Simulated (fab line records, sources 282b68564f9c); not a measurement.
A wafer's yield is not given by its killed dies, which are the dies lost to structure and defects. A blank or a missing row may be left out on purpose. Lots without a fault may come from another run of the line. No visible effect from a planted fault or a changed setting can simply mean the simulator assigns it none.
Split-lot experiment	flow ritCmos	route with 202 steps; 5 lots, 23 wafers read

== THE SPLIT ITSELF ==
At RIT_PWELL_IMPLANT_08, the setting energyKev was moved away from the recipe's 170 on 6 of the 23 wafers read, by -4.4% to +2.2%. This setting was run at the recipe's value on the other wafers.

Reading taken at the split's own step.

== THE READING ==
The simulator's own value implant.drpNm, read by no gauge, in nm at RIT_PWELL_IMPLANT_08. The file does not state a usual value for it.

wafer	tool, chamber at the split	energyKev as run	against the recipe	implant.drpNm, nm	against lot-mates on the recipe
L074.1	implanter-04, 0	170	recipe	102.9	-
L074.6	implanter-04, 0	170	recipe	102.9	-
L074.2	implanter-04, 0	162.5	-4.4%	101.2	-1.7
L074.3	implanter-04, 0	162.5	-4.4%	101.2	-1.7
L074.4	implanter-04, 0	162.5	-4.4%	101.2	-1.7
L078.1	implanter-04, 0	170	recipe	102.9	-
L078.4	implanter-04, 0	170	recipe	102.9	-
L078.2	implanter-04, 0	173.8	+2.2%	103.5	+0.6
L078.5	implanter-04, 0	173.8	+2.2%	103.5	+0.6
L078.6	implanter-04, 0	173.8	+2.2%	103.5	+0.6
L081.2	implanter-02, 0	170	recipe	102.9	-
L081.3	implanter-02, 0	170	recipe	102.9	-
L081.6	implanter-02, 0	170	recipe	102.9	-
L082.1	implanter-04, 0	170	recipe	102.9	-
L082.3	implanter-04, 0	170	recipe	102.9	-
L082.4	implanter-04, 0	170	recipe	102.9	-
L082.5	implanter-04, 0	170	recipe	102.9	-
L082.6	implanter-04, 0	170	recipe	102.9	-
L085.1	implanter-04, 0	170	recipe	102.9	-
L085.2	implanter-04, 0	170	recipe	102.9	-
L085.4	implanter-04, 0	170	recipe	102.9	-
L085.5	implanter-04, 0	170	recipe	102.9	-
L085.6	implanter-04, 0	170	recipe	102.9	-

FIT RESULTS
A straight line over all 23 wafers: implant.drpNm changes by +0.358 nm for each +1% of energyKev; r = +0.99; the points scatter about the line by 0.077 nm.
The same after taking each lot's own level away (the mean of its wafers on the recipe; 23 wafers): +0.358 nm for each +1%; r = +0.99; scatter 0.077 nm.
The reading moves by 1.6 nm for the largest change in energyKev, on that fit.
The lots' own levels span 102.90 to 102.90 nm.
The two slopes agree, so the slope changes little with the lot-to-lot level.
Check: -1.59 nm against its lot-mates is what the line predicts for one of the wafers moved furthest among these (-4.4%) when that wafer is left out of the fit. It came out at -1.7 nm against them.

== ADDITIONAL SPLITS CARRIED BY THESE WAFERS ==
These wafers also went through other splits before the reading. Each is held against what the fit with the lots' levels taken away leaves over:
other split on the same wafers	wafers away from the commonest value	r with implant.drpNm (lot level and that fit taken away)
RIT_ACTIVE_OXIDATION_01 tempC	15	+0.09
RIT_ACTIVE_CVD_03 sih2cl2FlowSccm	18	+0.61
RIT_ACTIVE_DEVELOP_10 devTempC	9	-0.20
RIT_FOX1_OXIDATION_00 oxTimeS	10	-0.20
RIT_NWELL_SOFTBAKE_02 tempC	4	+0.00
RIT_NWELL_IMPLANT_08 energyKev	7	+0.44

== THE WHOLE CHAIN: every reading that the file lists as answering this split, in the file's order ==
step	what it does	reading	change (the file's fit)	r (the file's)
RIT_PWELL_IMPLANT_08		implant.rpNm (the simulator's own value, which no gauge read)	+3.68 nm for each +1% of the setting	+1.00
RIT_PWELL_IMPLANT_08		implant.drpNm (the simulator's own value, which no gauge read)	+0.356 nm for each +1% of the setting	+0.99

== THE FILE'S OWN FIT ==
implant.drpNm changes by +0.356 nm for each +1% of energyKev, r = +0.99.
